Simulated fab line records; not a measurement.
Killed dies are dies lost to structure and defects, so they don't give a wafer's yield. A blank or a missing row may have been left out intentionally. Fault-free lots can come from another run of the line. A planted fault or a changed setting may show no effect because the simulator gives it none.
A struck lot beside a sound one | flow ritCmos | 17 out of 202 route steps
Sound: the wafers L774.1, L774.4, L774.5. Wafers struck: L777.2, L777.3, L777.6. The cause comes at the end.
For every step that has rows: the tool of each side, followed by ch and its chambers, followed by its first start. Under that, the readings that differ: sound wafers | struck wafers | difference of the means | sigmas: that difference in standard deviations of wafers without a fault.
alike: words and numbers the same on both sides, and readings whose means are apart by under 2 such deviations; not compared: readings that were withheld, readings missing a value for some wafer, numbers with overlapping values and no deviation given by the record, and bounds like >300 which may hide the same value.
Wherever a step has rows on one side only, a row that says differs or no value, or a row with sigmas, the two part there. Numbers that have no deviation but don't overlap get no sigmas and don't part them. A reading that every wafer of one side lacks parts them only if that side has two wafers or more.

RIT_NWELL_TW_MEAS_10:
  sound: filmMetro-04 at day 3 04:15; struck: filmMetro-03 at day 3 18:01
reading  | sound          | struck         | difference | sigmas
NWELL_TW | 2162 2170 2167 | 2143 2122 2131 | -34        | -2
then, 6 steps without rows for these wafers: RIT_PWELL_HMDS_00 (prime time 60 s); RIT_PWELL_COAT_01 (resist thk 1300 nm); RIT_PWELL_SOFTBAKE_02 (time 60 s); RIT_PWELL_EXPOSE_03 (exposes mask M3, target cd 43700 nm); RIT_PWELL_PEB_04; RIT_PWELL_DEVELOP_05 (develop time 68 s).
RIT_PWELL_OVL_MEAS_06:
  sound: overlay-02 at day 3 05:19; struck: overlay-02 at day 3 19:04
  alike: PWELL_OVL
then, 2 steps without rows for these wafers: RIT_PWELL_HARDBAKE_07 (time 120 s); RIT_PWELL_IMPLANT_08.
RIT_PWELL_STRIP_09: strips in O2, time 180 s.
  sound on plasmaAsher-02 ch 0, day 3 05:45; struck on plasmaAsher-04 ch 0,1, day 3 19:30
  alike: drypumpMotorCurrentA, o2FlowSccm
  not compared: rfHoursCounterH
RIT_PWELL_TW_MEAS_10:
  sound: filmMetro-04 at day 3 05:56; struck: filmMetro-01 at day 3 19:41
  alike: PWELL_TW
RIT_WELLDRIVE_ANNEAL_00: time 14700 s.
  sound on furnace-01 ch 0, day 3 05:59; struck on furnace-01 ch 0, day 3 19:44
reading                | sound                | struck               | difference | sigmas
spikeTcCentreC (C)     | 1102.9 1104.3 1103.2 | 1119.7 1118.1 1115.0 | +14.1      | +12
spikeTcLoadC (C)       | 1124.3 1124.5 1124.8 | 1138.9 1141.0 1138.6 | +15.0      | +5
spikeTcSourceC (C)     | 1122.0 1124.6 1126.6 | 1141.8 1138.5 1140.9 | +16.0      | +9
tubeCenterTempC (C)    | 1100 1099.9 1100.1   | 1115 1114.9 1115     | +15        | +99 or more
tube_center_temp_C_max | 1102.4 1102.5 1103.2 | 1117.8 1117.4 1118.7 | +15.3      | +35
RIT_WELLDRIVE_RS_MEAS_01: measures by four-point-probe.
  sound: filmMetro-01 at day 3 11:04; struck: filmMetro-03 at day 4 00:50
reading           | sound             | struck            | difference | sigmas
NWELL_RS (ohm/sq) | 276.1 276.3 276.3 | 259.0 258.9 259.7 | -17.0      | -21
RIT_WELLDRIVE_RS_MEAS_02: measures by four-point-probe.
  sound: filmMetro-01 at day 3 11:11; struck: filmMetro-03 at day 4 00:58
reading           | sound             | struck            | difference | sigmas
PWELL_RS (ohm/sq) | 429.9 429.1 431.1 | 411.2 410.7 410.6 | -19.2      | -16
then, 1 step without rows for these wafers: RIT_NRETRO_HMDS_00 (prime time 60 s).
RIT_M1_PROBE_99:
  sound: prober-01 at day 4 19:55; struck: prober-01 at day 5 07:43
reading                             | sound                | struck               | difference | sigmas
model.etest.nwellPinched.rsOhmSq    | 341 340.2 338.2      | 315.6 308 310.4      | -28.5      | 
model.etest.pwellPinched.rsOhmSq    | 462.3 456.9 450.4    | 442.6 431.3 430.9    | -21.6      | 
model.etest.pwell.rsOhmSq           | 411.8 409.1 408.3    | 398.5 398.4 394.8    | -12.5      | 
model.etest.fieldN.vtV (V)          | 34.53 34.4 35.46     | 33.55 33.37 32.77    | -1.57      | 
model.etest.isoNwellNwell.bvV (V)   | 22.26 21.95 22.21    | 22.96 22.98 23.23    | +0.92      | 
model.etest.fieldP.vtV (V)          | -12.72 -12.82 -12.75 | -13.46 -13.49 -13.39 | -0.68      | 
model.etest.diodePplusNwell.bvV (V) | 6.717 6.717 6.609    | 7.106 6.926 6.999    | +0.329     | 
  alike: killedAtContacts, killedAtFrontEnd, killedDies, killedOpen, killedShort
  not compared: model.etest.fieldPMetal.vtV

WHERE THEY PART
Last at RIT_WELLDRIVE_RS_MEAS_02 as far as this record goes, first at RIT_NWELL_TW_MEAS_10. Later steps at which nothing parts them and some readings are alike: RIT_M1_PROBE_99.

WHY: the cause the simulator had injected
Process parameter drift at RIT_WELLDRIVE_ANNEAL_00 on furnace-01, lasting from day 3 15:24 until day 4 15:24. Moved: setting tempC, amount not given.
